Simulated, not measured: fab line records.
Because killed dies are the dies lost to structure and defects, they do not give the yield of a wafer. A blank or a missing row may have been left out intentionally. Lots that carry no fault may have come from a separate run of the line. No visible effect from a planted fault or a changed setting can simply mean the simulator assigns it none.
Struck lot and sound lot, side by side :: flow rit-cmos :: 18 out of 202 route steps
Sound: these wafers, L699.1, L699.2, L699.4. Wafers L714.2, L714.3, L714.5 were the ones struck. At the end, the cause is stated.
Per side, at each step with rows, come the tool, then ch with its chambers, and then its first start. Under that, the readings that differ: sound wafers :: struck wafers :: difference of the means :: sigmas: that difference in standard deviations of wafers without a fault.
alike: words and numbers the same on both sides, and readings whose means are apart by under 2 such deviations; not compared: readings that were withheld, readings missing a value for some wafer, numbers with overlapping values and no deviation given by the record, and bounds like >300 which may hide the same value.
The two part at a step that has a row with sigmas, a row that says differs or no value, or rows on one side only. When numbers do not overlap yet have no deviation, they are printed without sigmas and do not part them. A reading missing from all wafers of one side parts the sides only when that side holds two or more wafers.

first, 4 steps without rows for these wafers: RIT_NWELL_SOFTBAKE_02 (time 60 s); RIT_NWELL_EXPOSE_03 (exposes mask M2, target cd 43900 nm); RIT_NWELL_PEB_04; RIT_NWELL_DEVELOP_05 (develop time 68 s).
RIT_NWELL_OVL_MEAS_06:
  sound on overlay-01 at day 2 02:34; struck on overlay-01 at day 5 05:58
reading: NWELL_OVL (nm)
sound: 2.2 2.4 3.1
struck: 1.1 -0.9 -0.1
difference: -2.5
sigmas: -2
then, 2 steps without rows for these wafers: RIT_NWELL_HARDBAKE_07 (time 120 s); RIT_NWELL_IMPLANT_08.
RIT_NWELL_STRIP_09: strips in O2, time 180 s.
  sound on plasma-asher-04 ch 0,1, day 2 02:59; struck on plasma-asher-04 ch 0,1, day 5 06:23
  alike: drypump-motor-current-A, rf-refl-power-W
  not compared: rf-hours-counter-h
RIT_NWELL_TW_MEAS_10:
  sound on film-metro-03 at day 2 03:10; struck on film-metro-01 at day 5 06:34
  alike: NWELL_TW
then, 3 steps without rows for these wafers: RIT_PWELL_HMDS_00 (prime time 60 s); RIT_PWELL_COAT_01 (resist thk 1300 nm); RIT_PWELL_SOFTBAKE_02 (time 60 s).
RIT_PWELL_EXPOSE_03: exposes mask M3, target cd 43700 nm.
  sound on iline-stepper-01 ch 0, day 2 03:41; struck on iline-stepper-02 ch 0, day 5 07:07
reading: model.PWELL.overlay-x-nm (nm)
sound: -0.7055 -0.7055 -0.7055
struck: 359.9 359.9 359.9
difference: +360.6
sigmas: 
  alike: mask, reticle-temp-C, stage-vel-mm-s
then, 2 steps without rows for these wafers: RIT_PWELL_PEB_04; RIT_PWELL_DEVELOP_05 (develop time 68 s).
RIT_PWELL_OVL_MEAS_06:
  sound on overlay-02 at day 2 04:07; struck on overlay-02 at day 5 07:32
reading: PWELL_OVL (nm)
sound: 1.1 2.3 0.4
struck: 362.5 361.7 360.2
difference: +360.2
sigmas: +99 or more
then, 1 step without rows for these wafers: RIT_PWELL_HARDBAKE_07 (time 120 s).
RIT_M1_PROBE_99:
  sound on prober-02 at day 3 14:29; struck on prober-01 at day 6 17:38
reading: model.etest.well-edge-left.line-ohm-um
sound: 184 185.7 184.2
struck: 220.2 220.3 221.7
difference: +36.1
sigmas: 

reading: model.etest.well-edge-right.line-ohm-um
sound: 185.2 185.6 186.8
struck: 165.4 162.9 164.1
difference: -21.7
sigmas: 

reading: model.etest.iso-nwell-nwell.bv-v (V)
sound: 22.56 22.42 22.23
struck: 19.82 19.86 19.25
difference: -2.76
sigmas: 

reading: model.etest.iso-nplus-nwell.lateral-log10-a-um
sound: -9.44 -9.415 -9.46
struck: -9.486 -9.551 -9.495
difference: -0.072
sigmas: 
  alike: killed_at_M0_to_M3, killed-at-contacts, killed-at-front-end, killed-dies, killed-open, killed-short

## WHERE THEY PART
At RIT_NWELL_OVL_MEAS_06 first; at RIT_PWELL_OVL_MEAS_06 last (within this record only). Later steps at which nothing parts them and some readings are alike: RIT_M1_PROBE_99.

WHY: what had been put in by the simulator
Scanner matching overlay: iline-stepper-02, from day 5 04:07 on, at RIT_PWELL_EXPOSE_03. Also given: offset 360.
